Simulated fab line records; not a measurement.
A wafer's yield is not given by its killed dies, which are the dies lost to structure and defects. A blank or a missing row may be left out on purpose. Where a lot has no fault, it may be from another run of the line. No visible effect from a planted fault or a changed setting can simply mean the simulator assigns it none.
fab line records | flow berkeleyCmos170
[record] lots = 7 wafers = 21 lastDay = 11
route steps=331 shown V2@295
lots that met no fault: taken from a fault-free run of the same line
startH: the number of hours between the record's first day and the start of the first shown wafer of the lot | waitH: hours from the lot's prior step to this one | " same as the row above | L1.1+2: several wafers, shown together as one row | - no value present, or no start provided | * or withheld: withheld | < > ~ a bound
route shown NAME@n: names a module that has steps shown in the file, with the first one's number in the route | usual: mean/standard deviation of fault-free wafers | same: alike in all rows | chamber/n: place in a boat | sites: each site's reading | _std_site: how widely they spread, as a standard deviation | _edge_site: inner sites' mean taken away from outer sites' mean | radiusMm: how far each site lies from the wafer's centre | mask NAME#n: copy n | behind: tool/chamber where the wafer was last shaped | hold: cause of the lot's hold/its duration in hours/its outcome | device: whichever transistor did not switch (one of n, p or np) | end of line: the route-end tests of the same wafers | where a step has no rows: the recipe by itself | killed: the dies lost at the first sort to structure and to defects; this is not the yield of the wafer | map: dies across one wafer; x = killed, . = not, _ = none there
set.NAME: setting as actually run; set.NAME@STEP: the setting as run at that earlier step | model.NAME: the simulator's own value behind a step, which no gauge read
a table for each step, a row for each wafer; lots at some steps of the route
services: from which hour (startH, from the record's first day; less than 0 if before it) a tool's chamber was out of use, for how many hours, and why
[[steps]]
[step UCB170_V2_BOW_MEAS_03]
[recipe] mode = bow
[usual] V2_BOW = 38/6.1
// columns lot.wafer tool chamber startH waitH V2_BOW[um]
L183.1 filmMetro-03 - 172.16 0.2 40
L183.2 " - " " 34
L183.6 " - " " 38
L197.1 filmMetro-04 - 230.58 0.1 34
L197.4 " - " " 30
L197.6 " - " " 37
L198.3 filmMetro-02 - 230.94 0.1 38
L198.5 " - " " 37
L198.6 " - " " 42
L200.1 filmMetro-03 - 241.13 0.1 35
L200.2 " - " " 33
L200.3 " - " " 43
L202.1 filmMetro-04 - 257.08 0.2 39
L202.2 " - " " 42
L202.6 " - " " 41
L201.4 filmMetro-03 - 257.38 0.3 36
L201.5 " - " " 41
L201.6 " - " " 51
L199.1 filmMetro-03 - 257.60 0.2 36
L199.4 " - " " 29
L199.6 " - " " 29
[step UCB170_V2_THK_MEAS_04]
[recipe] reads = SiO2_of_V2_CVD_00
[usual] V2_POLISHED_THK = 1000.9/1.2
// columns lot.wafer tool chamber startH waitH V2_POLISHED_THK[nm]
L183.1 filmMetro-03 - 172.28 0.1 1000.5
L183.2 " - " " 1003.9
L183.6 " - " " 1001.0
L197.1 filmMetro-04 - 230.70 0.1 1001.3
L197.4 " - " " 1000.8
L197.6 " - " " 1002.4
L198.3 filmMetro-02 - 231.04 0.1 1003.2
L198.5 " - " " 999.9
L198.6 " - " " 999.5
L200.1 filmMetro-03 - 241.25 0.1 1000.6
L200.2 " - " " 1001.7
L200.3 " - " " 1000.7
L202.1 filmMetro-04 - 257.20 0.1 1000.8
L202.2 " - " " 1000.8
L202.6 " - " " 997.7
L201.4 filmMetro-03 - 257.47 0.1 1001.6
L201.5 " - " " 1002.0
L201.6 " - " " 1002.0
L199.1 filmMetro-03 - 257.72 0.1 1001.2
L199.4 " - " " 1001.9
L199.6 " - " " 1001.7
[step UCB170_V2_CLEAN_05]
[recipe] chemistry = DIW
[step UCB170_V2_HMDS_06]
[recipe] primeTimeS = 60 primeTempC = 100
[step UCB170_V2_COAT_07]
[recipe] resist = KrF spinRpm = 1500 resistThkNm = 900
[step UCB170_V2_SOFTBAKE_08]
[recipe] resist = KrF tempC = 130 timeS = 60
[step UCB170_V2_EXPOSE_09]
[recipe] maskId = VIA2 targetCdNm = 700 na = 0.5 sigmaOuter = 0.6 sourceShape = conventional doseMj = 37
[step UCB170_V2_PEB_10]
[recipe] pebTempC = 130 pebTimeS = withheld resist = KrF
[step UCB170_V2_DEVELOP_11]
[recipe] developer = TMAH developTimeS = 45 resist = KrF devTempC = 21
[step UCB170_V2_CD_MEAS_12]
[recipe] targetCdNm = 700
[usual] cdNm = 699.8/1.7
// columns lot.wafer tool chamber startH waitH cdNm
L183.1 cdSem-02 - 173.98 - 701.2
L183.2 " - " " 701.7
L183.6 " - " " 701.3
L197.1 cdSem-02 - 231.91 - 699.9
L197.4 " - " " 701.3
L197.6 " - " " 703.0
L198.3 cdSem-01 - 232.21 - 701.4
L198.5 " - " " 700.3
L198.6 " - " " 701.0
L200.1 cdSem-02 - 242.69 - 697.6
L200.2 " - " " 697.7
L200.3 " - " " 698.4
L202.1 cdSem-02 - 258.63 - 700.3
L202.2 " - " " 701.6
L202.6 " - " " 702.5
L201.4 cdSem-01 - 258.96 - 701.3
L201.5 " - " " 698.9
L201.6 " - " " 700.8
L199.1 cdSem-02 - 259.01 - 700.2
L199.4 " - " " 699.9
L199.6 " - " " 700.4
[step UCB170_V2_OVL_MEAS_13]
[usual] V2_OVL = -4/6.1
// columns lot.wafer tool chamber startH waitH V2_OVL[nm]
L183.1 overlay-01 - 174.10 0.1 -20
L183.2 " - " " -10
L183.6 " - " " -14
L197.1 overlay-01 - 232.03 0.1 -2
L197.4 " - " " -14
L197.6 " - " " -16
L198.3 overlay-01 - 232.30 0.1 -8
L198.5 " - " " -2
L198.6 " - " " 9
L200.1 overlay-01 - 242.81 0.1 -6
L200.2 " - " " 1
L200.3 " - " " -4
L202.1 overlay-02 - 258.75 0.1 4
L202.2 " - " " -4
L202.6 " - " " -3
L201.4 overlay-01 - 259.04 0.1 -14
L201.5 " - " " -8
L201.6 " - " " -2
L199.1 overlay-02 - 259.13 0.1 -7
L199.4 " - " " -5
L199.6 " - " " -7
[step UCB170_V2_ETCH_14]
[recipe] chemistry = CHF3/CF4/Ar target = SiO2 stopOn = Al CHF3_flow_sccm = 45 cf4FlowSccm = 15 Ar_flow_sccm = 150 pressureMtorr = 200 rfW = 700 targetDepthA = 12500 overEtchFrac = 0.25 timeS = 291
[usual] drypumpMotorCurrentA = 5.6/0.36 oesProductAu = 0.872/0.017 throttleValvePct = 7.00/0.13
[same] overEtchFrac = 0.25 timeS = 291
// columns lot.wafer tool chamber startH waitH drypumpMotorCurrentA oesProductAu rfHoursCounterH throttleValvePct
L183.1 rieDiel-02 0 174.14 0.0 6.1 0.867 15 7.11
L183.2 " 3 " " 5.4 0.845 5 7.17
L183.6 " 3 " " 5.4 0.854 - 7.17
L197.1 rieDiel-02 3 232.07 0.0 5.5 0.844 7 7.16
L197.4 " 1 " " 5.4 0.856 3 6.91
L197.6 " 1 " " 5.4 0.858 - 6.91
L198.3 rieDiel-04 1 232.32 0.0 5.9 0.892 131 6.93
L198.5 " 1 " " 5.9 0.892 - 6.91
L198.6 " 2 " " 5.3 0.848 - 6.85
L200.1 rieDiel-04 3 242.84 0.0 5.8 0.868 34 7.24
L200.2 " 1 " " 5.9 0.899 132 6.93
L200.3 " 2 " " 5.3 0.849 3 6.86
L202.1 rieDiel-02 0 258.78 0.0 6.1 0.869 20 7.12
L202.2 " 3 " " 5.5 0.846 9 7.16
L202.6 " 0 " " 6.1 0.863 - 7.12
L201.4 rieDiel-03 3 259.06 0.0 5.6 0.875 135 7.02
L201.5 " 3 " " 5.7 0.870 - 7.03
L201.6 " 0 " " 6.6 0.871 - 6.82
L199.1 rieDiel-04 2 259.17 0.0 5.3 0.850 3 6.88
L199.4 " 1 " " 5.8 0.898 133 6.92
L199.6 " 1 " " 5.9 0.898 - 6.91
[step UCB170_V2_STRIP_15]
[recipe] chemistry = O2 powerW = 400 pressureMtorr = 3500 platenTempC = withheld o2FlowSccm = 400 overashFraction = 0.5
[usual] chamberPressureMTorr = 3500/3.3 drypumpMotorCurrentA = 5.8/0.54 oesProductAu = 0.722/0.0043 stripTimeToEndpointS = 15.35/0.12
// columns lot.wafer tool chamber startH waitH chamberPressureMTorr drypumpMotorCurrentA oesProductAu rfHoursCounterH stripTimeToEndpointS model.KrF_of_V2_COAT_07.thkNm
L183.1 plasmaAsher-02 0 174.32 0.1 3499 5.8 0.724 48 15.05 0
L183.2 " 1 " " 3503 5.5 0.729 48 15.11 0
L183.6 " 0 " " 3496 5.7 0.718 - 15.02 0
L197.1 plasmaAsher-02 1 232.25 0.1 - - - - - 607.6
L197.4 " 0 " " - - - - - 609.3
L197.6 " 0 " " - - - - - 607.1
L198.3 plasmaAsher-03 0 232.54 0.1 - - - - - 613.2
L198.5 " 1 " " - - - - - 613.7
L198.6 " 0 " " - - - - - 611.6
L200.1 plasmaAsher-04 1 243.02 0.1 3495 6.6 0.715 15 15.42 0
L200.2 " 0 " " 3501 4.9 0.720 15 15.38 0
L200.3 " 1 " " 3499 6.6 0.718 - 15.44 0
L202.1 plasmaAsher-02 0 258.96 0.1 3502 5.7 0.727 56 15.19 0
L202.2 " 1 " " 3502 5.5 0.721 56 15.22 0
L202.6 " 0 " " 3496 5.7 0.727 - 15.22 0
L201.4 plasmaAsher-04 1 259.27 0.1 3502 6.6 0.724 - 15.46 0
L201.5 " 0 " " 3499 4.9 0.722 - 15.43 0
L201.6 " 1 " " 3506 6.6 0.727 - 15.34 0
L199.1 plasmaAsher-02 0 259.35 0.1 - - - - - 615.2
L199.4 " 0 " " - - - - - 613.7
L199.6 " 0 " " - - - - - 619.9
[step UCB170_V2_CD_MEAS_90]
[recipe] targetCdNm = 700
[usual] cdNm = 699.7/2.2
// columns lot.wafer tool chamber startH waitH cdNm
L183.1 cdSem-02 - 174.42 0.1 702.4
L183.2 " - " " 702.5
L183.6 " - " " 703.1
L197.1 cdSem-02 - 232.35 0.1 701.1
L197.4 " - " " 702.2
L197.6 " - " " 703.4
L198.3 cdSem-01 - 232.64 0.1 700.0
L198.5 " - " " 699.7
L198.6 " - " " 700.6
L200.1 cdSem-01 - 243.12 0.1 695.2
L200.2 " - " " 697.3
L200.3 " - " " 698.8
L202.1 cdSem-01 - 259.06 0.1 701.3
L202.2 " - " " 702.6
L202.6 " - " " 703.5
L201.4 cdSem-02 - 259.40 0.1 702.4
L201.5 " - " " 699.7
L201.6 " - " " 701.8
L199.1 cdSem-02 - 259.46 0.1 699.5
L199.4 " - " " 699.6
L199.6 " - " " 699.5
[[services]]
// columns tool chamber startH hours kind
rieDiel-02 - 155.32 15.6 pm
rieDiel-03 - 156.84 0.6 repair
rieDiel-04 3 159.55 4.7 repair
rieDiel-04 2 160.71 2.1 repair
rieDiel-04 2 164.27 - clean
rieDiel-04 2 164.27 25.3 scheduledDown
rieDiel-04 2 164.27 25.3 ventCycle
rieDiel-02 3 182.20 9.9 repair
plasmaAsher-02 - 215.74 5.9 repair
plasmaAsher-03 - 225.04 2.9 repair
rieDiel-02 1 240.88 5.2 repair
[[key]]
[firstSign] step = UCB170_V2_STRIP_15 reading = toolRecord direction = missing
effect none on later readings
[modelEffect] step = UCB170_V2_STRIP_15 value = KrF_of_V2_COAT_07.thkNm without = 0 struck = 612.4
metAt UCB170_V2_STRIP_15
struckWafers L197.1,L197.4,L197.6,L198.3,L198.5,L198.6,L199.1,L199.4,L199.6
laterRowsLeftOut L197.1,L197.4,L197.6,L198.3,L198.5,L198.6,L199.1,L199.4,L199.6
sortLeftOut L197.1,L197.4,L197.6,L198.3,L198.5,L198.6,L199.1,L199.4,L199.6
onsetBetween 174.32 232.25
[fault] kind = skippedStepWhole tool = plasmaAsher-02,plasmaAsher-03 chamber = - onsetH = 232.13 steps = UCB170_V2_STRIP_15 scope = struckLotsOnly
// sortLeftOut: the simulated sort isn't trusted on such a fault, so these wafers' sort isn't shown, and their yield isn't known
// laterRowsLeftOut: the simulator's readings of these wafers behind a module that went badly wrong aren't trusted and aren't shown, but for the sort
